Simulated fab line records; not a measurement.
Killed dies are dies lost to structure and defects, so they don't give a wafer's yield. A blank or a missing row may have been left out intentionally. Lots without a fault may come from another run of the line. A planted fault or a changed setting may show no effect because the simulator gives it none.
fab line records	flow rit_cmos
[record] lots = 6	wafers = 18	last_day = 6
route steps=202 shown GATE@79 FOX2@80 M1@202
lots untouched by any fault: they come from a run of this same line in which no faults occurred
start_h: hours from the record's opening day to when the first of the lot's shown wafers began	wait_h: time in hours since the lot's previous step	" same as the row above	L1.1+2: a row that stands for several wafers	- either no value or no given start	* or withheld: withheld	< > ~ a bound
route shown NAME@n: a module of which the file shows steps, and the number in the route of the first	usual: mean/standard deviation of fault-free wafers	same: alike in all rows	chamber/n: place in a boat	sites: each site's reading	_std_site: the values' standard deviation	_edge_site: inner sites' mean taken away from outer sites' mean	radius_mm: how far each site lies from the wafer's centre	mask NAME#n: copy n	behind: the last tool/chamber to shape the wafer	hold: reason for holding the lot/hours on hold/outcome of the hold	device: transistor that didn't switch, given as n, p or np	end of line: tests of these same wafers at the route's end	a step given without rows: its recipe and nothing more	killed: at the first sort, the dies lost to defects and structure; wafer yield is something else	map: a wafer's dies, marking killed ones x, the rest . and places with no die _
set.NAME: the run value of the setting; set.NAME@STEP: its run value at that earlier step	model.NAME: the simulator's own value behind a step, which no gauge read
lots seen at some steps along the route; tables by step, rows by wafer
services: the hour from which a tool's chamber was out of use, counted from the record's first day as start_h (under 0 if before that day), plus the number of hours and why
[[steps]]
[step RIT_GATE_CLEAN_04]
[recipe] chemistry = dHF	dilution = 50:1	time_s = 60	dry = n2_spin
[step RIT_FOX2_THK_MEAS_91]
[recipe] reads = SiO2_of_FOX2_OXIDATION_00
[usual] FIELD_OXIDE_LEFT_2_THK = 251/6.5
lot.wafer	tool	chamber	start_h	wait_h	FIELD_OXIDE_LEFT_2_THK[nm]
L589.1	film_metro-04	-	40.90	0.0	260
L589.3	"	-	"	"	260
L589.5	"	-	"	"	263
L590.4	film_metro-04	-	43.03	0.0	248
L590.5	"	-	"	"	246
L590.6	"	-	"	"	250
L599.1	film_metro-04	-	82.21	0.0	256
L599.2	"	-	"	"	259
L599.6	"	-	"	"	258
L601.2	film_metro-01	-	92.63	0.0	244
L601.3	"	-	"	"	248
L601.5	"	-	"	"	245
L604.1	film_metro-04	-	106.63	0.0	259
L604.2	"	-	"	"	260
L604.5	"	-	"	"	254
L608.4	film_metro-01	-	127.04	0.0	269
L608.5	"	-	"	"	264
L608.6	"	-	"	"	269
[step RIT_GATE_OXIDATION_05]
[recipe] temp_c = 900	ambient = O2	target_thk_a = 30	ox_time_s = 270
[step RIT_GATE_ANNEAL_06]
[recipe] temp_c = 900	time_s = 600	ambient = N2O
[step RIT_GATE_THK_MEAS_07]
[recipe] reads = SiO2_of_GATE_OXIDATION_05
[usual] GATE_OXIDE_THK = 3.01/0.067
lot.wafer	tool	chamber	start_h	wait_h	GATE_OXIDE_THK[nm]
L589.1	film_metro-03	-	43.20	0.0	3.14
L589.3	"	-	"	"	2.98
L589.5	"	-	"	"	3.01
L590.4	film_metro-03	-	44.55	0.0	3.04
L590.5	"	-	"	"	3.13
L590.6	"	-	"	"	2.95
L599.1	film_metro-03	-	83.60	0.0	2.98
L599.2	"	-	"	"	2.98
L599.6	"	-	"	"	2.94
L601.2	film_metro-04	-	94.02	0.0	3.06
L601.3	"	-	"	"	3.06
L601.5	"	-	"	"	2.99
L604.1	film_metro-04	-	108.02	0.0	3.02
L604.2	"	-	"	"	3.06
L604.5	"	-	"	"	3.06
L608.4	film_metro-04	-	128.43	0.0	3.04
L608.5	"	-	"	"	3.05
L608.6	"	-	"	"	3.02
[step RIT_GATE_CVD_08]
[recipe] material = poly-Si	target_thk_nm = 250	temp_c = 610	precursor = SiH4	time_s = 2220	pressure_mtorr = 300	sih4_flow_sccm = 100
[step RIT_GATE_THK_MEAS_09]
[recipe] reads = poly-Si_of_GATE_CVD_08
[usual] GATE_POLY_THK = 249.7/2.1
lot.wafer	tool	chamber	start_h	wait_h	GATE_POLY_THK[nm]
L589.1	film_metro-03	-	44.88	0.0	248.6
L589.3	"	-	"	"	251.1
L589.5	"	-	"	"	248.5
L590.4	film_metro-04	-	46.23	0.0	251.6
L590.5	"	-	"	"	248.6
L590.6	"	-	"	"	249.7
L599.1	film_metro-01	-	85.27	0.0	249.7
L599.2	"	-	"	"	250.7
L599.6	"	-	"	"	249.2
L601.2	film_metro-01	-	95.69	0.0	245.0
L601.3	"	-	"	"	247.7
L601.5	"	-	"	"	246.8
L604.1	film_metro-01	-	109.70	0.0	248.8
L604.2	"	-	"	"	250.7
L604.5	"	-	"	"	251.2
L608.4	film_metro-03	-	130.18	0.0	249.7
L608.5	"	-	"	"	247.4
L608.6	"	-	"	"	247.1
[step RIT_GATE_HMDS_10]
[recipe] prime_time_s = 60	prime_temp_c = 140
[step RIT_GATE_COAT_11]
[recipe] resist = NOVOLAK	spin_rpm = 4250	resist_thk_nm = 850
[step RIT_GATE_SOFTBAKE_12]
[recipe] resist = NOVOLAK	temp_c = 90	time_s = 60
[step RIT_GATE_EXPOSE_13]
[recipe] mask_id = M6	na = 0.6	source_shape = conventional	sigma_outer = 0.6	target_cd_nm = 150	dose_mj = 380
[step RIT_GATE_PEB_14]
[recipe] resist = NOVOLAK	temp_c = withheld	time_s = withheld
[step RIT_GATE_DEVELOP_15]
[recipe] resist = NOVOLAK	develop_time_s = 50	dev_temp_c = 23
[usual] developer_temp_C = 23.00/0.11
lot.wafer	tool	chamber	start_h	wait_h	developer_temp_C
L589.1	litho_track-03	0	45	-	23.03
L589.3	"	0	"	"	23.03
L589.5	"	0	"	"	23.09
L590.4	litho_track-04	0	47	-	23.25
L590.5	"	0	"	"	23.24
L590.6	"	0	"	"	23.17
L599.1	litho_track-04	0	86	-	25.43
L599.2	"	0	"	"	25.28
L599.6	"	0	"	"	25.02
L601.2	litho_track-01	0	96	-	23.12
L601.3	"	0	"	"	22.93
L601.5	"	0	"	"	23.04
L604.1	litho_track-04	0	110	-	25.37
L604.2	"	0	"	"	25.35
L604.5	"	0	"	"	25.34
L608.4	litho_track-01	0	131	-	23.16
L608.5	"	0	"	"	23.14
L608.6	"	0	"	"	23.28
[step RIT_GATE_CD_MEAS_16]
[recipe] target_cd_nm = 150
[usual] cd_nm = 151.2/2.5
lot.wafer	tool	chamber	start_h	wait_h	cd_nm
L589.1	cd_sem-02	-	45.92	-	149.9
L589.3	"	-	"	"	150.9
L589.5	"	-	"	"	151.4
L590.4	cd_sem-01	-	47.17	-	149.2
L590.5	"	-	"	"	150.3
L590.6	"	-	"	"	149.0
L599.1	cd_sem-02	-	86.40	-	167.2
L599.2	"	-	"	"	167.7
L599.6	"	-	"	"	167.2
L601.2	cd_sem-02	-	96.72	-	152.4
L601.3	"	-	"	"	150.9
L601.5	"	-	"	"	152.2
L604.1	cd_sem-02	-	110.93	-	165.6
L604.2	"	-	"	"	165.8
L604.5	"	-	"	"	166.8
L608.4	cd_sem-02	-	131.36	-	148.8
L608.5	"	-	"	"	151.0
L608.6	"	-	"	"	150.1
[step RIT_GATE_OVL_MEAS_17]
[usual] GATE_OVL = -0.7/1.2
lot.wafer	tool	chamber	start_h	wait_h	GATE_OVL[nm]
L589.1	overlay-02	-	46.04	0.1	-0.3
L589.3	"	-	"	"	0.1
L589.5	"	-	"	"	-1.3
L590.4	overlay-01	-	47.25	0.1	1.2
L590.5	"	-	"	"	0.3
L590.6	"	-	"	"	0.9
L599.1	overlay-01	-	86.52	0.1	-1.4
L599.2	"	-	"	"	0.5
L599.6	"	-	"	"	-0.8
L601.2	overlay-01	-	96.82	0.1	0.4
L601.3	"	-	"	"	0.5
L601.5	"	-	"	"	1.3
L604.1	overlay-02	-	111.05	0.1	-0.4
L604.2	"	-	"	"	-2.0
L604.5	"	-	"	"	-2.3
L608.4	overlay-02	-	131.44	0.1	-1.5
L608.5	"	-	"	"	1.4
L608.6	"	-	"	"	-1.6
[step RIT_GATE_HARDBAKE_18]
[recipe] resist = NOVOLAK	temp_c = 140	time_s = 60
[step RIT_GATE_ETCH_19]
[recipe] chemistry = SF6/CHF3/O2	time_s = 165	SF6_flow_sccm = 30	CHF3_flow_sccm = 30	O2_flow_sccm = 5	target = poly-Si	pressure_mtorr = 40	rf_w = 160	target_depth_a = 3125	over_etch_frac = 0.25	stop_on = SiO2
[usual] drypump_motor_current_A = 5.6/0.38	oes_product_au = 0.840/0.0089	throttle_valve_pct = 10.24/0.18
lot.wafer	tool	chamber	start_h	wait_h	drypump_motor_current_A	oes_product_au	rf_hours_counter_h	throttle_valve_pct	model.GATE.cd_nm
L589.1	rie_si-01	1	46.22	0.1	5.3	0.838	79	10.48	150
L589.3	"	0	"	"	4.8	0.834	131	10.18	150.6
L589.5	"	2	"	"	5.7	0.834	-	10.30	151.5
L590.4	rie_si-02	3	47.42	0.1	5.9	0.839	160	10.02	149.1
L590.5	"	3	"	"	5.9	0.835	-	9.99	150.3
L590.6	"	0	"	"	6.1	0.840	-	10.25	148.9
L599.1	rie_si-01	3	86.82	0.1	5.8	0.830	146	10.21	167.1
L599.2	"	1	"	"	5.3	0.840	79	10.48	167.5
L599.6	"	1	"	"	5.3	0.842	-	10.50	167.3
L601.2	rie_si-01	3	97.00	0.1	5.8	0.818	146	10.22	152.5
L601.3	"	1	"	"	5.4	0.837	79	10.48	151
L601.5	"	1	"	"	5.4	0.837	-	10.48	152.1
L604.1	rie_si-02	2	111.24	0.1	5.4	0.840	145	9.98	165.5
L604.2	"	0	"	"	6.1	0.838	31	10.25	165.6
L604.5	"	3	"	"	5.9	0.856	-	10.01	167
L608.4	rie_si-02	1	131.61	0.1	5.6	0.848	2	10.48	149.1
L608.5	"	2	"	"	5.4	0.830	-	9.98	151.2
L608.6	"	1	"	"	5.6	0.844	-	10.48	150.2
[step RIT_GATE_STRIP_20]
[recipe] chemistry = O2	time_s = 180	resist = NOVOLAK	platen_temp_c = withheld	power_w = 500	pressure_mtorr = 4000	o2_flow_sccm = 4000
[usual] drypump_motor_current_A = 5.8/0.37	rf_refl_power_W = 6.1/0.96
lot.wafer	tool	chamber	start_h	wait_h	drypump_motor_current_A	rf_hours_counter_h	rf_refl_power_W
L589.1	plasma_asher-03	0	46.33	0.1	5.7	24	4.5
L589.3	"	0	"	"	5.7	-	4.3
L589.5	"	0	"	"	5.8	-	4.5
L590.4	plasma_asher-03	0	47.58	0.1	5.7	-	4.4
L590.5	"	1	"	"	5.7	-	5.9
L590.6	"	0	"	"	5.7	-	4.8
L599.1	plasma_asher-03	0	86.93	0.1	5.7	29	4.7
L599.2	"	1	"	"	5.6	29	5.9
L599.6	"	0	"	"	5.7	-	4.5
L601.2	plasma_asher-01	1	97.11	0.1	5.5	46	7.3
L601.3	"	1	"	"	5.5	-	7.4
L601.5	"	0	"	"	5.4	-	7.3
L604.1	plasma_asher-03	1	111.35	0.1	5.7	32	5.6
L604.2	"	0	"	"	5.7	32	4.5
L604.5	"	1	"	"	5.7	-	5.7
L608.4	plasma_asher-04	1	131.77	0.1	6.1	-	6.4
L608.5	"	0	"	"	6.6	-	6.5
L608.6	"	1	"	"	6.1	-	6.4
[step RIT_M1_PROBE_99]
[usual] killed_at_contacts = 0.0/0.22	killed_at_front_end = 7/3.2	killed_dies = 7/3.2	killed_open = 3.2/2.1	killed_short = 3.5/2.2
[same] gross_dies = 264	killed_at_M0_to_M3 = 0	killed_at_M4_up = 0	killed_at_back_side = 0	killed_at_other = 0
lot.wafer	tool	chamber	start_h	wait_h	killed_at_contacts	killed_at_front_end	killed_dies	killed_open	killed_short	model.etest.pmos_0p3.r_on_ohm_um	model.etest.pmos_0p15.r_on_ohm_um	model.etest.pmos_turned.r_on_ohm_um	model.etest.nmos_0p3.r_on_ohm_um	model.etest.nmos_0p15.r_on_ohm_um	model.etest.nmos_0p15.drive_ua_um	model.etest.pmos_0p15.drive_ua_um	model.etest.nmos_turned.drive_ua_um
L589.1	prober-02	-	66.14	0.1	0	12	12	5	7	6426	2822	3499	2163	1121	477	252.1	339.4
L589.3	prober-02	-	66.24	0.2	0	8	8	3	5	6422	2832	3538	2138	1129	476.3	248.1	334.3
L589.5	prober-02	-	66.34	0.2	0	12	12	5	7	6512	2904	3615	2176	1142	465.8	241.7	325.3
L590.4	prober-01	-	68.82	0.2	0	9	9	4	5	6621	2975	3796	2235	1161	451.2	237.9	297.1
L590.5	prober-01	-	68.87	0.2	1	4	5	1	3	6566	2983	3758	2236	1183	457.8	238.4	307.6
L590.6	prober-01	-	68.92	0.2	0	14	14	4	10	6544	2919	3723	2209	1134	464.2	240.6	303.2
L599.1	prober-02	-	106.78	0.1	0	11	11	5	5	6750	3253	3995	2283	1264	410.2	214.1	305.4
L599.2	prober-02	-	106.83	0.1	0	10	10	3	5	6800	3253	3970	2317	1250	405.1	211.2	303.5
L599.6	prober-02	-	107.03	0.2	0	9	9	1	7	6696	3276	3962	2298	1269	413.4	215.4	310
L601.2	prober-02	-	117.57	0.1	0	2	2	1	1	6378	2865	3524	2229	1190	439.5	246.2	299.4
L601.3	prober-02	-	117.62	0.2	0	6	6	2	4	6440	2816	3516	2246	1187	445.4	249.2	301.1
L601.5	prober-02	-	117.72	0.2	0	4	4	3	1	6443	2878	3566	2236	1180	441.1	245.2	296.2
L604.1	prober-01	-	131.95	0.1	0	10	10	4	2	6648	3098	3753	2226	1200	421.3	222.3	317.8
L604.2	prober-01	-	132.00	0.1	0	7	7	2	4	6697	3178	3849	2212	1202	419.7	217.6	310
L604.5	prober-01	-	132.15	0.2	0	5	5	1	1	6749	3202	3896	2258	1212	406.2	212.7	300.9
L608.4	prober-01	-	153.82	0.2	0	8	8	4	2	6340	2764	3446	2174	1154	468.3	258	322.9
L608.5	prober-01	-	153.87	0.2	0	4	4	2	2	6482	2927	3624	2233	1206	454.9	244.6	308.9
L608.6	prober-01	-	153.92	0.2	0	6	6	2	4	6436	2848	3543	2207	1178	460.9	249	314.7
// killed by level:class
L589.1 GATE:geometric_particle:short=4 GATE:geometric_particle:open=3 SPACER:geometric_particle:short=2 REOX:geometric_particle:open=1 SILICIDE:geometric_particle:open=1 SILICIDE:geometric_particle:short=1
L589.3 FOX1:geometric_particle:short=1 FOX1:geometric_particle:open=1 GATE:geometric_particle:open=1 GATE:geometric_particle:short=1 REOX:geometric_particle:short=1 SPACER:geometric_particle:open=1 SPACER:geometric_particle:short=1 SILICIDE:geometric_particle:short=1
L589.5 GATE:geometric_particle:open=3 GATE:geometric_particle:short=3 SPACER:geometric_particle:short=3 FOX1:geometric_particle:open=1 FOX1:geometric_particle:short=1 SPACER:geometric_particle:open=1
L590.4 FOX2:geometric_particle:open=2 GATE:geometric_particle:short=2 SILICIDE:geometric_particle:short=2 FOX2:geometric_particle:short=1 GATE:geometric_particle:open=1 REOX:geometric_particle:open=1
L590.5 GATE:geometric_particle:short=2 GATE:geometric_particle:open=1 CONTACT:geometric_particle:short=1 NRETRO:coat_microbubble_printed=1
L590.6 GATE:geometric_particle:short=6 GATE:geometric_particle:open=2 SPACER:geometric_particle:short=2 FOX1:geometric_particle:short=1 FOX2:geometric_particle:short=1 REOX:geometric_particle:open=1 SPACER:geometric_particle:open=1
L599.1 GATE:geometric_particle:open=3 GATE:geometric_particle:short=2 SILICIDE:geometric_particle:short=2 FOX1:geometric_particle:short=1 REOX:geometric_particle:open=1 SPACER:geometric_particle:open=1 GATE:area_develop=1
L599.2 REOX:geometric_particle:short=3 SILICIDE:geometric_particle:short=2 GATE:area_develop=2 FOX2:geometric_particle:open=1 GATE:geometric_particle:open=1 SPACER:geometric_particle:open=1
L599.6 FOX1:geometric_particle:short=2 GATE:geometric_particle:short=2 SILICIDE:geometric_particle:short=2 SPACER:geometric_particle:short=1 SPACER:geometric_particle:open=1 GATE:area_develop=1
L601.2 FOX1:geometric_particle:open=1 SILICIDE:geometric_particle:short=1
L601.3 REOX:geometric_particle:short=2 REOX:geometric_particle:open=2 GATE:geometric_particle:short=1 SILICIDE:geometric_particle:short=1
L601.5 GATE:geometric_particle:open=1 SPACER:geometric_particle:open=1 SILICIDE:geometric_particle:short=1 SILICIDE:geometric_particle:open=1
L604.1 GATE:area_develop=4 SILICIDE:geometric_particle:open=2 FOX1:geometric_particle:open=1 FOX2:geometric_particle:open=1 GATE:geometric_particle:short=1 SILICIDE:geometric_particle:short=1
L604.2 REOX:geometric_particle:short=2 GATE:geometric_particle:open=1 GATE:geometric_particle:short=1 REOX:geometric_particle:open=1 SILICIDE:geometric_particle:short=1 GATE:area_develop=1
L604.5 GATE:area_develop=3 FOX2:geometric_particle:open=1 GATE:geometric_particle:short=1
L608.4 FOX2:geometric_particle:open=2 GATE:geometric_particle:short=2 SPACER:geometric_particle:open=2 PRETRO:coat_microbubble_printed=2
L608.5 REOX:geometric_particle:open=2 REOX:geometric_particle:short=2
L608.6 GATE:geometric_particle:short=2 REOX:geometric_particle:short=2 REOX:geometric_particle:open=1 SPACER:geometric_particle:open=1
[[services]]
tool	chamber	start_h	hours	kind
rie_si-01	2	49.87	1.8	repair
rie_si-02	3	60.33	-	clean
rie_si-02	3	60.33	28.1	scheduled_down
rie_si-02	3	60.33	28.1	vent_cycle
rie_si-02	1	90.28	1.9	repair
rie_si-02	1	98.12	23.4	repair
plasma_asher-01	-	106.44	15.6	pm
plasma_asher-04	-	108.75	9.0	pm
plasma_asher-04	0	108.75	9.0	vent_cycle
plasma_asher-04	1	108.75	9.0	vent_cycle
plasma_asher-04	0	117.75	-	clean
plasma_asher-04	1	117.75	-	clean
rie_si-01	-	120.46	2.8	pm
rie_si-01	3	128.29	-	clean
rie_si-01	3	128.29	16.4	scheduled_down
rie_si-01	3	128.29	16.4	vent_cycle
[[key]]
[first_sign] step = RIT_GATE_DEVELOP_15	reading = developer_temp_C	direction = up	sigmas = 20	usual = *	struck = *
[effect] step = RIT_GATE_CD_MEAS_16	reading = cd_nm	direction = up	sigmas = 6.2	usual = 151.2	struck = 166.7	through = control_loop
[model_effect] step = RIT_GATE_ETCH_19	value = GATE.cd_nm	without = 153	struck = 166.7
[model_effect] step = RIT_M1_PROBE_99	value = etest.pmos_0p3.r_on_ohm_um	without = 6398	struck = 6723
met_at RIT_GATE_DEVELOP_15
struck_wafers L599.1,L599.2,L599.6,L604.1,L604.2,L604.5
tester_left_out L599,L604
[loop_trim] step = RIT_GATE_EXPOSE_13	setting = dose	lots = L604
onset_between 47 86
[fault] kind = process_parameter_drift	tool = litho_track-04	chamber = -	onset_h = 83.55	steps = RIT_GATE_DEVELOP_15	channel = dev_temp_c	offset = *	shape = step	end_h = 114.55	acts_in = *	stated = *
// tester_left_out: of these lots the tester's yield and bins aren't shown, on N5 and GAA mostly nor the transistor test; their killed dies are dies lost to structure and defects alone, not to doping, threshold or leakage, so they don't give the yield
// loop_trim: a control loop set the setting to another value than it would have without faults
